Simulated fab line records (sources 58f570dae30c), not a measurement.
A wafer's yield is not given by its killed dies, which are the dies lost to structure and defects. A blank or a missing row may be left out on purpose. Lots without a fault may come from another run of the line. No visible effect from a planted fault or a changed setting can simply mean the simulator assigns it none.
One fault through the eyes of 2 desks + flow berkeleyCmos170 + each desk has only its own numbers; what lay behind them comes last

## AT THE METROLOGY DESK
What the gauges read for every lot (on any tool): the sampled wafers with a number, averaged. Marked OUT: a lot whose mean sits more than 4 standard deviations from the usual mean, which makes it out of limits; the brackets give that distance.
Columns: A = V1_POLISHED_THK at UCB170_V1_THK_MEAS_04, usual 999.8 nm; B = M2_AL_RS at UCB170_M2_RS_MEAS_02, usual 0.0321 ohm/sq
| lot  | first seen here | A               | B      |
|------|-----------------|-----------------|--------|
| L612 | day 8 13:09     | 998.5           | 0.0321 |
| L611 | day 8 15:49     | 999.3           | 0.0322 |
| L614 | day 8 16:07     | 997.8           | 0.0322 |
| L617 | day 10 20:29    | 999.8           | 0.0321 |
| L618 | day 10 20:47    | 1000.4          | 0.0318 |
| L615 | day 10 21:05    | 998.7           | 0.0317 |
| L616 | day 10 21:29    | 998.8           | 0.0313 |
| L626 | day 12 06:44    | 999.2           | 0.0319 |
| L627 | day 12 12:09    | 999.9           | 0.0320 |
| L628 | day 12 15:41    | 948.6 (-39) OUT | 0.0325 |
| L629 | day 12 18:00    | 1001.1          | 0.0325 |
| L630 | day 13 01:41    | 999.9           | 0.0318 |
| L632 | day 13 04:44    | 1000.3          | 0.0320 |
This desk finds L628 out of limits, with the earliest case on L628 at day 12 15:41 (V1_POLISHED_THK at UCB170_V1_THK_MEAS_04). L612, L611, L614, L617, L618, L615, L616, L626, L627, L629, L630, L632: within limits.

## AT THE TOOL OWNER'S DESK: pecvd-01
The tool's own readings at UCB170_V1_CVD_00 (deposits SiO2 from TEOS/O2, target thk 2000 nm, time 250 s): means of the sampled wafers that have a number, for each lot that ran on this tool. Marked OUT: a lot whose mean sits more than 4 standard deviations from the usual mean, which makes it out of limits; the brackets give that distance.
Columns: A = heaterPowerW at UCB170_V1_CVD_00, usual 275 W
| lot  | first seen here | A   |
|------|-----------------|-----|
| L611 | day 8 15:11     | 275 |
| L615 | day 10 18:47    | 295 |
| L628 | day 12 15:04    | 309 |
This desk's finding: nothing out of limits on any of the 3 lots.

## BROUGHT TOGETHER
Metrology desk: alarm possible at day 12 15:41 on L628.
The tool owner's desk saw nothing out of limits.
Tool owner's desk: L628 on record, inside its limits.
All the named lots went through UCB170_V1_CVD_00 on pecvd-01.

## WHAT THE SIMULATOR HAD PUT IN
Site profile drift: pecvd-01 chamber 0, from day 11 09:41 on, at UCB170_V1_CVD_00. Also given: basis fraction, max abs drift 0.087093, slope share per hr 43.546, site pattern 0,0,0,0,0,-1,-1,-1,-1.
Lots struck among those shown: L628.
Hours from the fault's start to each desk's first reading out of limits: the metrology desk, 30.
